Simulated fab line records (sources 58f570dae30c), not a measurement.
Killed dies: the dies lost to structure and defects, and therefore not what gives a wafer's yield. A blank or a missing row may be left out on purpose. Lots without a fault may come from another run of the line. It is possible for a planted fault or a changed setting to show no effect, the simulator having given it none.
Split-lot experiment	flow berkeley cmos170	23 wafers read across 5 lots, on a route 331 steps long

## THE SPLIT ITSELF
At UCB170_NLDD_PEB_04, the setting peb temp c was moved away from the recipe's 130 C on 11 of the 23 wafers read, by -1.7% to +2.7%. For the rest of the wafers, this setting stayed at what the recipe calls for.

## FROM THE SPLIT TO THE READING: what the file shows between them, 1 step
- UCB170_NLDD_DEVELOP_05: develop time 45 s

## THE READING
cd nm, in nm, at UCB170_NLDD_CD_MEAS_06 (target cd 1200 nm). Fault-free wafers of this fab line usually give 1199.8 nm, standard deviation 1.2 nm.

wafer	tool, chamber at the split	peb temp c as run, C	against the recipe	cd nm, nm	against lot-mates on the recipe
L074.1	litho track-04, 0	130	recipe	1197.9	-
L074.2	litho track-04, 0	130	recipe	1199.0	-
L074.3	litho track-04, 0	127.8	-1.7%	1183.4	-15.0
L074.4	litho track-04, 0	127.8	-1.7%	1183.0	-15.4
L074.5	litho track-04, 0	130	recipe	1198.3	-
L075.1	litho track-01, 0	130	recipe	1197.9	-
L075.2	litho track-01, 0	132.1	+1.6%	1211.9	+12.5
L075.3	litho track-01, 0	132.1	+1.6%	1212.1	+12.6
L075.4	litho track-01, 0	132.1	+1.6%	1213.6	+14.1
L075.5	litho track-01, 0	130	recipe	1201.0	-
L077.1	litho track-04, 0	133.5	+2.7%	1220.5	+21.4
L077.2	litho track-04, 0	130	recipe	1198.3	-
L077.3	litho track-04, 0	130	recipe	1199.9	-
L077.4	litho track-04, 0	133.5	+2.7%	1220.0	+20.9
L077.5	litho track-04, 0	133.5	+2.7%	1218.8	+19.7
L084.1	litho track-04, 0	130	recipe	1200.4	-
L084.2	litho track-04, 0	132.8	+2.2%	1217.6	+17.3
L084.4	litho track-04, 0	132.8	+2.2%	1218.4	+18.1
L084.5	litho track-04, 0	132.8	+2.2%	1217.3	+17.0
L084.6	litho track-04, 0	130	recipe	1200.2	-
L085.1	litho track-04, 0	130	recipe	1197.8	-
L085.2	litho track-04, 0	130	recipe	1198.4	-
L085.4	litho track-04, 0	130	recipe	1198.3	-

THE FIT
A straight line over all 23 wafers: cd nm changes by +8.39 nm for each +1% of peb temp c; r = +0.99; the points scatter about the line by 1.2 nm.
The same after taking each lot's own level away (the mean of its wafers on the recipe; 23 wafers): +8.11 nm for each +1%; r = +1.00; scatter 0.91 nm.
Per that fit: largest peb temp c move, reading shift of 22 nm.
Across the lots, their own levels run from 1198.17 to 1200.30 nm, a range of 1.8 times the standard deviation given above.
The two slopes agree, so the slope changes little with the lot-to-lot level.
Check: with one of the wafers moved furthest among these (+2.7%) left out of the fit, the line predicts +21.6 nm for it against its lot-mates. Against them it came out at +21.4 nm.

## OTHER SPLITS APPLIED TO THESE WAFERS
Note: prior to the reading, these wafers also went through further splits. Each is held against what the fit with the lots' levels taken away leaves over:
other split on the same wafers	wafers away from the commonest value	r with cd nm (lot level and that fit taken away)
UCB170_GATE_OXIDATION_01 temp c	10	-0.01
UCB170_GATE_PEB_10 peb temp c	7	-0.20
UCB170_PLDD_EXPOSE_03 dose mj	11	+0.30

## THE FILE'S OWN FIT
cd nm changes by +8.07 nm for each +1% of peb temp c, r = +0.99.
